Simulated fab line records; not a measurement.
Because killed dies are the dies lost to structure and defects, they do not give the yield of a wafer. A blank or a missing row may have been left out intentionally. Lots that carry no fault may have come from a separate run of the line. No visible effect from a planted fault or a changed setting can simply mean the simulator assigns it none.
Which tool did it? / flow berkeley cmos170 / 13 lots with 39 wafers sampled at 5 steps, on a route of 331 steps

== WHAT THE GAUGES READ, wafer by wafer ==
UCB170_SCREENOX_THK_MEAS_02. Usual: SCREENOX_OXIDE_THK typically reads 14.4 nm, with standard deviation 0.31.
lot=L188; measured=day 6 12:21; on=film metro-03; SCREENOX_OXIDE_THK (nm)=14.2 14.2 14.2; flag=
lot=L187; measured=day 6 12:22; on=film metro-01; SCREENOX_OXIDE_THK (nm)=14.0 14.3 14.0; flag=
lot=L190; measured=day 6 21:22; on=film metro-04; SCREENOX_OXIDE_THK (nm)=14.6 14.9 15.0; flag=
lot=L191; measured=day 6 21:22; on=film metro-03; SCREENOX_OXIDE_THK (nm)=14.6 14.5 14.6; flag=
lot=L189; measured=day 6 21:26; on=film metro-01; SCREENOX_OXIDE_THK (nm)=14.6 14.6 14.6; flag=
lot=L192; measured=day 6 21:26; on=film metro-04; SCREENOX_OXIDE_THK (nm)=14.4 14.4 14.3; flag=
lot=L201; measured=day 9 12:07; on=film metro-04; SCREENOX_OXIDE_THK (nm)=14.9 14.7 14.7; flag=
lot=L202; measured=day 9 12:08; on=film metro-01; SCREENOX_OXIDE_THK (nm)=14.7 14.7 14.6; flag=
lot=L204; measured=day 10 00:52; on=film metro-04; SCREENOX_OXIDE_THK (nm)=14.0 14.1 14.1; flag=
lot=L205; measured=day 10 00:52; on=film metro-01; SCREENOX_OXIDE_THK (nm)=13.9 14.0 13.8; flag=
lot=L208; measured=day 10 15:02; on=film metro-01; SCREENOX_OXIDE_THK (nm)=14.0 14.1 14.2; flag=
lot=L207; measured=day 10 15:05; on=film metro-01; SCREENOX_OXIDE_THK (nm)=14.2 14.4 14.4; flag=
lot=L210; measured=day 11 03:47; on=film metro-04; SCREENOX_OXIDE_THK (nm)=14.3 14.4 14.4; flag=

UCB170_NVT_TW_MEAS_09. Usual: NVT_TW typically reads 525.5, with standard deviation 2.2.
lot=L188; measured=day 6 20:41; on=film metro-03; NVT_TW=523.9 524.3 527.0; flag=
lot=L187; measured=day 6 20:56; on=film metro-03; NVT_TW=526.0 527.8 527.8; flag=
lot=L190; measured=day 7 04:01; on=film metro-03; NVT_TW=527.1 525.7 527.3; flag=
lot=L191; measured=day 7 04:11; on=film metro-02; NVT_TW=525.8 528.5 526.1; flag=
lot=L189; measured=day 7 04:38; on=film metro-04; NVT_TW=524.6 522.4 524.3; flag=
lot=L192; measured=day 7 04:22; on=film metro-02; NVT_TW=528.2 527.7 529.6; flag=
lot=L201; measured=day 9 17:55; on=film metro-03; NVT_TW=557.0 558.6 559.2; flag=OFF
lot=L202; measured=day 9 17:49; on=film metro-03; NVT_TW=558.0 559.9 559.9; flag=OFF
lot=L204; measured=day 10 09:58; on=film metro-02; NVT_TW=523.9 523.6 523.3; flag=
lot=L205; measured=day 10 10:22; on=film metro-03; NVT_TW=520.0 523.4 520.5; flag=
lot=L208; measured=day 11 00:38; on=film metro-02; NVT_TW=524.3 521.5 526.7; flag=
lot=L207; measured=day 11 00:45; on=film metro-03; NVT_TW=524.2 523.3 523.6; flag=
lot=L210; measured=day 11 12:16; on=film metro-03; NVT_TW=524.5 525.3 527.8; flag=

UCB170_PVT_TW_MEAS_09. Usual: PVT_TW typically reads 507, with standard deviation 5.4.
lot=L188; measured=day 7 00:44; on=film metro-02; PVT_TW=514 512 512; flag=
lot=L187; measured=day 7 00:52; on=film metro-01; PVT_TW=500 500 503; flag=
lot=L190; measured=day 7 08:34; on=film metro-01; PVT_TW=500 502 503; flag=
lot=L191; measured=day 7 08:58; on=film metro-01; PVT_TW=501 503 502; flag=
lot=L189; measured=day 7 08:41; on=film metro-02; PVT_TW=515 518 513; flag=
lot=L192; measured=day 7 08:51; on=film metro-03; PVT_TW=514 513 514; flag=
lot=L201; measured=day 9 20:53; on=film metro-03; PVT_TW=516 514 511; flag=
lot=L202; measured=day 9 21:10; on=film metro-02; PVT_TW=518 519 515; flag=
lot=L204; measured=day 10 11:42; on=film metro-01; PVT_TW=506 503 502; flag=
lot=L205; measured=day 10 12:05; on=film metro-01; PVT_TW=506 504 504; flag=
lot=L208; measured=day 11 02:48; on=film metro-01; PVT_TW=500 504 503; flag=
lot=L207; measured=day 11 02:34; on=film metro-03; PVT_TW=513 515 514; flag=
lot=L210; measured=day 11 14:53; on=film metro-01; PVT_TW=504 502 502; flag=

== TOOL THAT RAN EACH LOT (tool first, then ch and the chambers of the sampled wafers, then the start) ==
lot=L188; UCB170_NVT_IMPLANT_07=implanter-03 ch 0, day 6 20:26; UCB170_NVT_STRIP_08=plasma asher-02 ch 0, day 6 20:35
lot=L187; UCB170_NVT_IMPLANT_07=implanter-01 ch 0, day 6 20:41; UCB170_NVT_STRIP_08=plasma asher-03 ch 0,1, day 6 20:49
lot=L190; UCB170_NVT_IMPLANT_07=implanter-01 ch 0, day 7 03:46; UCB170_NVT_STRIP_08=plasma asher-03 ch 0,1, day 7 03:55
lot=L191; UCB170_NVT_IMPLANT_07=implanter-01 ch 0, day 7 03:56; UCB170_NVT_STRIP_08=plasma asher-03 ch 0,1, day 7 04:05
lot=L189; UCB170_NVT_IMPLANT_07=implanter-01 ch 0, day 7 04:24; UCB170_NVT_STRIP_08=plasma asher-02 ch 1, day 7 04:32
lot=L192; UCB170_NVT_IMPLANT_07=implanter-03 ch 0, day 7 04:08; UCB170_NVT_STRIP_08=plasma asher-02 ch 0,1, day 7 04:15
lot=L201; UCB170_NVT_IMPLANT_07=implanter-01 ch 0, day 9 17:40; UCB170_NVT_STRIP_08=plasma asher-02 ch 1, day 9 17:49
lot=L202; UCB170_NVT_IMPLANT_07=implanter-01 ch 0, day 9 17:29; UCB170_NVT_STRIP_08=plasma asher-01 ch 0,1, day 9 17:37
lot=L204; UCB170_NVT_IMPLANT_07=implanter-04 ch 0, day 10 09:45; UCB170_NVT_STRIP_08=plasma asher-02 ch 0,1, day 10 09:53
lot=L205; UCB170_NVT_IMPLANT_07=implanter-03 ch 0, day 10 10:09; UCB170_NVT_STRIP_08=plasma asher-02 ch 0,1, day 10 10:17
lot=L208; UCB170_NVT_IMPLANT_07=implanter-04 ch 0, day 11 00:24; UCB170_NVT_STRIP_08=plasma asher-01 ch 0,1, day 11 00:31
lot=L207; UCB170_NVT_IMPLANT_07=implanter-03 ch 0, day 11 00:31; UCB170_NVT_STRIP_08=plasma asher-02 ch 0, day 11 00:38
lot=L210; UCB170_NVT_IMPLANT_07=implanter-04 ch 0, day 11 12:01; UCB170_NVT_STRIP_08=plasma asher-02 ch 0,1, day 11 12:10
- UCB170_NVT_IMPLANT_07
- UCB170_NVT_STRIP_08: strips in O2.

== AS READ BY THE TOOLS THEMSELVES (means over the sampled wafers that have a number; for cases with no such wafer, the mark the record gives instead) ==
UCB170_NVT_IMPLANT_07. Usual: beam energy keV 49.201, standard deviation 0.013; beam on s 10.02 s, standard deviation 0.2; dose ions cm2 3.001e+12, standard deviation 3.3e+09; faraday current uA 9.49, standard deviation 0.19.
lot=L188; tool=implanter-03; beam energy keV=49.204; beam on s (s)=9.86; dose ions cm2=3.003e+12; faraday current uA=9.64; flag=
lot=L187; tool=implanter-01; beam energy keV=49.205; beam on s (s)=10.07; dose ions cm2=2.996e+12; faraday current uA=9.46; flag=
lot=L190; tool=implanter-01; beam energy keV=49.201; beam on s (s)=10.03; dose ions cm2=3.002e+12; faraday current uA=9.49; flag=
lot=L191; tool=implanter-01; beam energy keV=49.203; beam on s (s)=10.04; dose ions cm2=3.006e+12; faraday current uA=9.51; flag=
lot=L189; tool=implanter-01; beam energy keV=49.198; beam on s (s)=10.04; dose ions cm2=2.999e+12; faraday current uA=9.47; flag=
lot=L192; tool=implanter-03; beam energy keV=49.199; beam on s (s)=10.21; dose ions cm2=2.999e+12; faraday current uA=9.32; flag=
lot=L201; tool=implanter-01; beam energy keV=49.196; beam on s (s)=12.20; dose ions cm2=2.998e+12; faraday current uA=7.81; flag=OFF
lot=L202; tool=implanter-01; beam energy keV=49.175; beam on s (s)=12.48; dose ions cm2=3.000e+12; faraday current uA=7.63; flag=OFF
lot=L204; tool=implanter-04; beam energy keV=49.201; beam on s (s)=10.22; dose ions cm2=3.005e+12; faraday current uA=9.30; flag=
lot=L205; tool=implanter-03; beam energy keV=49.216; beam on s (s)=10.13; dose ions cm2=2.996e+12; faraday current uA=9.41; flag=
lot=L208; tool=implanter-04; beam energy keV=49.194; beam on s (s)=10.16; dose ions cm2=2.999e+12; faraday current uA=9.40; flag=
lot=L207; tool=implanter-03; beam energy keV=49.204; beam on s (s)=9.97; dose ions cm2=2.999e+12; faraday current uA=9.54; flag=
lot=L210; tool=implanter-04; beam energy keV=49.207; beam on s (s)=10.03; dose ions cm2=3.002e+12; faraday current uA=9.46; flag=

UCB170_NVT_STRIP_08. Usual: drypump motor current A 5.8 A, standard deviation 0.61; oes product au 0.734 a.u., standard deviation 0.0044; strip time to endpoint s 21.40 s, standard deviation 0.068.
lot=L188; tool=plasma asher-02; drypump motor current A (A)=5.5; oes product au (a.u.)=0.738; strip time to endpoint s (s)=21.38; flag=
lot=L187; tool=plasma asher-03; drypump motor current A (A)=6.6; oes product au (a.u.)=0.729; strip time to endpoint s (s)=21.42; flag=
lot=L190; tool=plasma asher-03; drypump motor current A (A)=6.6; oes product au (a.u.)=0.733; strip time to endpoint s (s)=21.38; flag=
lot=L191; tool=plasma asher-03; drypump motor current A (A)=6.5; oes product au (a.u.)=0.734; strip time to endpoint s (s)=21.44; flag=
lot=L189; tool=plasma asher-02; drypump motor current A (A)=5.7; oes product au (a.u.)=0.730; strip time to endpoint s (s)=21.39; flag=
lot=L192; tool=plasma asher-02; drypump motor current A (A)=5.6; oes product au (a.u.)=0.736; strip time to endpoint s (s)=21.22; flag=
lot=L201; tool=plasma asher-02; drypump motor current A (A)=5.7; oes product au (a.u.)=0.735; strip time to endpoint s (s)=21.52; flag=
lot=L202; tool=plasma asher-01; drypump motor current A (A)=5.8; oes product au (a.u.)=0.736; strip time to endpoint s (s)=21.28; flag=
lot=L204; tool=plasma asher-02; drypump motor current A (A)=5.6; oes product au (a.u.)=0.728; strip time to endpoint s (s)=21.35; flag=
lot=L205; tool=plasma asher-02; drypump motor current A (A)=5.7; oes product au (a.u.)=0.736; strip time to endpoint s (s)=21.49; flag=
lot=L208; tool=plasma asher-01; drypump motor current A (A)=5.8; oes product au (a.u.)=0.733; strip time to endpoint s (s)=21.52; flag=
lot=L207; tool=plasma asher-02; drypump motor current A (A)=5.5; oes product au (a.u.)=0.734; strip time to endpoint s (s)=21.34; flag=
lot=L210; tool=plasma asher-02; drypump motor current A (A)=5.6; oes product au (a.u.)=0.731; strip time to endpoint s (s)=21.38; flag=

== THE ANSWER, worked out from the rows above alone ==
Rule: lot off if the mean of its wafers having a number is beyond 3 standard deviations from the usual mean. A lot without any number at a reading at which 4 lots or more have one is off too. All remaining lots with rows at the step are treated as sound. Order of review: gauges by route order, followed by the tools' own readings, for which a lot's mean as printed above is used. At the first step where some lot is off, the reading lying furthest off is the one used; lots without a number count as furthest.
Off: L201, L202, at UCB170_NVT_TW_MEAS_09 (NVT_TW).
A tool fits if, at a process step before that reading, it ran every lot that is off, and no sound lot after the first of them. Not tried: the gauges at UCB170_NVT_TW_MEAS_09; whatever is off there is also off at UCB170_NVT_IMPLANT_07, on other tools, and gauge error can't account for it. One candidate fits, namely implanter-01 at UCB170_NVT_IMPLANT_07. Its last sound lot is L189 (day 7 04:24), its first lot that is off L202 (day 9 17:29): a fault that began between those two fits.
The tool's own readings at UCB170_NVT_IMPLANT_07 bear it out: on the lots that are off they differ by more than 5 times the standard deviation of the sound lots' means. beam on s reads 12.34 s there against 10.07 s on the sound lots; faraday current uA reads 7.72 there against 9.45 on the sound lots.

== WHAT THE SIMULATOR HAD PUT IN ==
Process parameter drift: implanter-01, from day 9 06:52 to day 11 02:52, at UCB170_NVT_IMPLANT_07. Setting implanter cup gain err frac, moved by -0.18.
Shown lots that were struck: L201, L202. The rule given above showed the same thing.
